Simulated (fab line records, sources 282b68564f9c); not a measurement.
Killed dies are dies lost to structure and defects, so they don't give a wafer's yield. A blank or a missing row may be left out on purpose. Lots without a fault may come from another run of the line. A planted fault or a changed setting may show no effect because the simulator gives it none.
Which tool did it? | flow rit_cmos | 14 lots, 42 wafers sampled, at 1 step of a route of 202

WHAT THE GAUGES READ, wafer by wafer
The record holds no reading of a measuring or inspecting step that can be judged against a usual standard deviation.

WHICH TOOL RAN EACH LOT (tool, then ch and the chambers of the sampled wafers, then the start)
lot  | RIT_PSD_HARDBAKE_07
L160 | litho_track-04 ch 0, day 3 04:19
L161 | litho_track-03 ch 0, day 3 06:21
L162 | litho_track-03 ch 0, day 3 15:43
L163 | litho_track-04 ch 0, day 3 17:13
L164 | litho_track-03 ch 0, day 3 21:10
L165 | litho_track-02 ch 0, day 4 05:02
L166 | litho_track-03 ch 0, day 4 08:07
L167 | litho_track-03 ch 0, day 4 12:19
L168 | litho_track-04 ch 0, day 4 18:43
L169 | litho_track-04 ch 0, day 4 21:45
L170 | litho_track-02 ch 0, day 5 02:01
L171 | litho_track-03 ch 0, day 5 11:23
L178 | litho_track-04 ch 0, day 7 00:10
L181 | litho_track-04 ch 0, day 7 09:50
- RIT_PSD_HARDBAKE_07: time 60 s.

WHAT THE TOOLS THEMSELVES READ (means of the sampled wafers that have a number; where no wafer has one, the mark that the record gives instead)
RIT_PSD_HARDBAKE_07.
lot  | tool           | exhaust_pa (Pa) | heater_power_total_W (W) | plate_temp_C (C)
L160 | litho_track-04 | 44.9            | 62.58                    | 140.24
L161 | litho_track-03 | 43.8            | 62.59                    | 140.04
L162 | litho_track-03 | 45.4            | 62.55                    | 139.98
L163 | litho_track-04 | 45.1            | 62.54                    | 140.13
L164 | litho_track-03 | 46.8            | 62.57                    | 139.88
L165 | litho_track-02 | 46.8            | 62.56                    | 139.81
L166 | litho_track-03 | 45.9            | 62.53                    | 140.08
L167 | litho_track-03 | 44.9            | 62.55                    | 140.31
L168 | litho_track-04 | 45.1            | 62.55                    | 139.74
L169 | litho_track-04 | 44.2            | 62.55                    | 139.94
L170 | litho_track-02 | 45.9            | 62.52                    | 139.88
L171 | litho_track-03 | 45.1            | 62.53                    | 139.87
L178 | litho_track-04 | 45.7            | 61.74                    | 138.50
L181 | litho_track-04 | 45.4            | 61.78                    | 138.35

THE ANSWER, worked out from the rows above alone
Rule: what is usual is taken from the lots themselves. Put in order of their means at a reading, lots are off if they are a third of the lots or fewer, leave a main group of 4 or more, and stand apart from it by a gap of 3 or more times the standard deviation of the main group's means; of several such gaps the widest counts. A main group whose means are all the same, to the digits that the tables above print for the reading, isn't used. A lot without any number at a reading at which 4 lots or more have one is off too. The other lots that the step has rows for count as sound. The gauges are gone through in route order, then the tools' own readings, and for those a lot's mean is taken as printed above. The first step at which some lot is off is used, and at that step the reading that is off furthest; a lot without a number counts as furthest.
Off: L178, L181, at RIT_PSD_HARDBAKE_07 (heater_power_total_W). The main group: mean 62.55 W, standard deviation 0.02.
A tool fits if, at that step or a process step before it, it ran every lot that is off, and no sound lot after the first of them. One fits: litho_track-04 at RIT_PSD_HARDBAKE_07. Its last sound lot is L169 (day 4 21:45), its first lot that is off L178 (day 7 00:10): a fault that began between those two fits.
The tool's own readings at RIT_PSD_HARDBAKE_07 bear it out: on the lots that are off they differ by more than 5 times the standard deviation of the sound lots' means. heater_power_total_W reads 61.76 W there against 62.55 W on the sound lots; plate_temp_C reads 138.43 C there against 139.99 C on the sound lots.

WHAT THE SIMULATOR HAD PUT IN
Process parameter drift: litho_track-04, from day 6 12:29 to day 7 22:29, at RIT_PSD_HARDBAKE_07. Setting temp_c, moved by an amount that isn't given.
Lots struck among those shown: L178, L181. The rule above found the same.
